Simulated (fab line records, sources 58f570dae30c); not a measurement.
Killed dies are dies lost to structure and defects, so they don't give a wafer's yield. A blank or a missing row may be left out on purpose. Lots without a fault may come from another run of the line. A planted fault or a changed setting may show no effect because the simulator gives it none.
Problem report in the 8D (eight disciplines) form, filled by code | flow berkeley_cmos170 | the parts of the form that need people (team, actions taken, sign-off) are left out

1. THE PROBLEM
M1_AL_RS at UCB170_M1_RS_MEAS_01 reads a mean of 0.0514 ohm/sq on 6 wafers of 2 lots; wafers without a fault read 0.0484 ohm/sq with a standard deviation of 0.00046. That is +6.5 standard deviations from the usual mean.
The step: measures by four-point-probe.
First seen on wafer L573.1, day 10 18:16, on film_metro-03. The record holds 42 wafers of 14 lots with a number at this step. Rule for "out", or "out of limits": more than 4 standard deviations from the usual mean. The other wafers with a number count as sound.

2. WHAT IT IS AND WHAT IT IS NOT
question                    | is                           | is not
which readings at this step | M1_AL_RS                     | -
which lots                  | L573, L574                   | L557, L558, L559, L560, L561, L563, L565, L567, L568, L575, L576, L577
which wafers of those lots  | all that have a number       | -
read on which gauges        | film_metro-01, film_metro-03 | film_metro-04
when                        | from day 10 18:16            | up to then (27 sound wafers); but 9 sound wafers of L575, L576, L577 came after

3. SUSPECTS, AND WHAT RULES EACH OUT
Counting: a tool at a process step up to the reading stays a suspect if it ran every lot that is out and no sound lot after the first of them.
- the gauge at UCB170_M1_RS_MEAS_01: ruled out. The wafers that are out were read on 2 gauges (film_metro-01, film_metro-03).
- rtp_anneal-01 at UCB170_SDANNEAL_RTA_01 (time 5 s): ruled out as a lasting fault. Sound lots L576 ran on it after its first lot that is out, L573 (day 10 12:27).
- pvd_sputter-04 at UCB170_M1_SPUTTER_00 (material Al, target thk 600 nm, time 80 s): kept. It ran every lot that is out, first L573 (day 10 18:12), and no sound lot after that; its last sound lot up to then is L565 (day 9 00:23).
Left after counting: pvd_sputter-04 at UCB170_M1_SPUTTER_00.

4. THE CAUSE (what the simulator had put in)
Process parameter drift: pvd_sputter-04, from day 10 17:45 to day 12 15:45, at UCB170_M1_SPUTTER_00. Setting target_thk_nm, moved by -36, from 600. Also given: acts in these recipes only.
Counting left only this tool.

5. THE CHAIN OF EFFECTS, in route order
Each row: a reading whose mean over the struck wafers that have a number lies more than 3 standard deviations from the usual. Only readings for which the record gives a usual standard deviation are gone through. hours: the time from each lot's start at the first step in this table that gives one to its start at this step, as a median over the lots. sigmas: the change in usual standard deviations.
hours | step                  | reading   | usual         | on struck wafers | change  | sigmas
0     | UCB170_M1_RS_MEAS_01  | M1_AL_RS  | 0.0484 ohm/sq | 0.0514           | +0.0030 | +6.5
0     | UCB170_M1_THK_MEAS_02 | M1_AL_THK | 587 nm        | 554              | -33     | -5.1

6. WHAT WOULD HAVE CAUGHT IT SOONER
In this record the first reading out of limits at a measuring or inspecting step was taken at day 10 18:16, 1 hour after the fault began at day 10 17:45.
Of the tool readings at UCB170_M1_SPUTTER_00 for which the record gives a usual standard deviation, none was out on any struck wafer, so an alarm limit of 4 standard deviations on them would not have fired.
Of the lots that are out (2), L574 began UCB170_M1_SPUTTER_00 on pvd_sputter-04 after day 10 18:16. A hold on the tool at that time would have spared it.
